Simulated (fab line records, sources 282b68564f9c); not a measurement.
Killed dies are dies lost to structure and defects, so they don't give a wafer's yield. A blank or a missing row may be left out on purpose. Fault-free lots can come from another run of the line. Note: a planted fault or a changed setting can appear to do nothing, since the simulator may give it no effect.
Struck lot and sound lot, side by side | flow rit-cmos | 13 steps out of a route of 202
Sound: wafers L787.2, L787.3, L787.5. Struck: wafers L796.4, L796.5, L796.6. The cause is given at the end.
Per side, at each step with rows, come the tool, then ch with its chambers, and then its first start. Under that, the readings that differ: sound wafers | struck wafers | difference of the means | sigmas: that difference in standard deviations of wafers without a fault.
alike: words and numbers the same on both sides, and readings whose means are apart by under 2 such deviations; not compared: readings that were withheld, readings missing a value for some wafer, numbers with overlapping values and no deviation given by the record, and bounds like >300 which may hide the same value.
Wherever a step has rows on one side only, a row that says differs or no value, or a row with sigmas, the two part there. Numbers that have no deviation but don't overlap get no sigmas and don't part them. A reading that every wafer of one side lacks parts them only if that side has two wafers or more.

RIT_ACTIVE_BOW_MEAS_00:
  sound: film-metro-02 at day 2 01:01; struck: film-metro-03 at day 3 22:04
  alike: INCOMING_BOW
then, 1 step without rows for these wafers: RIT_ACTIVE_OXIDATION_01 (target thk 46.8 nm, ox time 3360 s).
RIT_ACTIVE_THK_MEAS_02:
  sound: film-metro-02 at day 2 05:31; struck: film-metro-03 at day 4 00:50
  reading               | sound          | struck         | difference | sigmas
  ACTIVE_OXIDE_THK (nm) | 48.7 48.3 48.8 | 47.2 45.9 46.5 | -2.1       | -2
then, 1 step without rows for these wafers: RIT_ACTIVE_CVD_03 (deposits Si3N4 from SiH2Cl2/NH3, target thk 150 nm, time 1500 s).
RIT_ACTIVE_THK_MEAS_04:
  sound: film-metro-02 at day 2 06:59; struck: film-metro-03 at day 4 02:19
  alike: ACTIVE_NITRIDE_THK
then, 2 steps without rows for these wafers: RIT_ACTIVE_HMDS_05 (prime time 60 s); RIT_ACTIVE_COAT_06 (resist thk 1000 nm).
RIT_ACTIVE_SOFTBAKE_07: time 60 s.
  sound on litho-track-01 ch 0, day 2 07:22; struck on litho-track-01 ch 0, day 4 02:43
  reading                  | sound             | struck            | difference | sigmas
  heater-power-total-W (W) | 34.49 34.54 34.49 | 36.26 36.27 36.16 | +1.72      | +33
  plate-temp-C (C)         | 89.94 90.11 89.93 | 93.25 93.14 93.03 | +3.15      | +22
  alike: resist-line-temp-C
  not compared: model.NOVOLAK_of_ACTIVE_COAT_06.thk-nm
then, 2 steps without rows for these wafers: RIT_ACTIVE_EXPOSE_08 (exposes mask M1, target cd 1400 nm); RIT_ACTIVE_PEB_09.
RIT_ACTIVE_DEVELOP_10: develop time 50 s.
  sound: litho-track-03 ch 0; struck: litho-track-04 ch 0
  alike: resist-line-temp-C
  not compared: model.NOVOLAK_of_ACTIVE_COAT_06.thk-nm
RIT_ACTIVE_CD_MEAS_11: target cd 1400 nm.
  sound: cd-sem-02 at day 2 08:05; struck: cd-sem-01 at day 4 03:26
  alike: cd-nm
-- the record jumps here: 2 days lie between the struck wafers' starts before and after (it left off in module ACTIVE and takes up again in module M1, whose first step shown is number 202 of the route) --
RIT_M1_PROBE_99:
  sound: prober-01 at day 4 05:03; struck: prober-01 at day 6 04:22
  alike: killed-at-contacts, killed-at-front-end, killed-dies, killed-open, killed-short

== WHERE THEY PART ==
Last at RIT_ACTIVE_SOFTBAKE_07 as far as this record goes, first at RIT_ACTIVE_THK_MEAS_02. Later steps at which nothing parts them and some readings are alike: RIT_ACTIVE_DEVELOP_10, RIT_ACTIVE_CD_MEAS_11, RIT_M1_PROBE_99.

WHY: what the simulator had put in
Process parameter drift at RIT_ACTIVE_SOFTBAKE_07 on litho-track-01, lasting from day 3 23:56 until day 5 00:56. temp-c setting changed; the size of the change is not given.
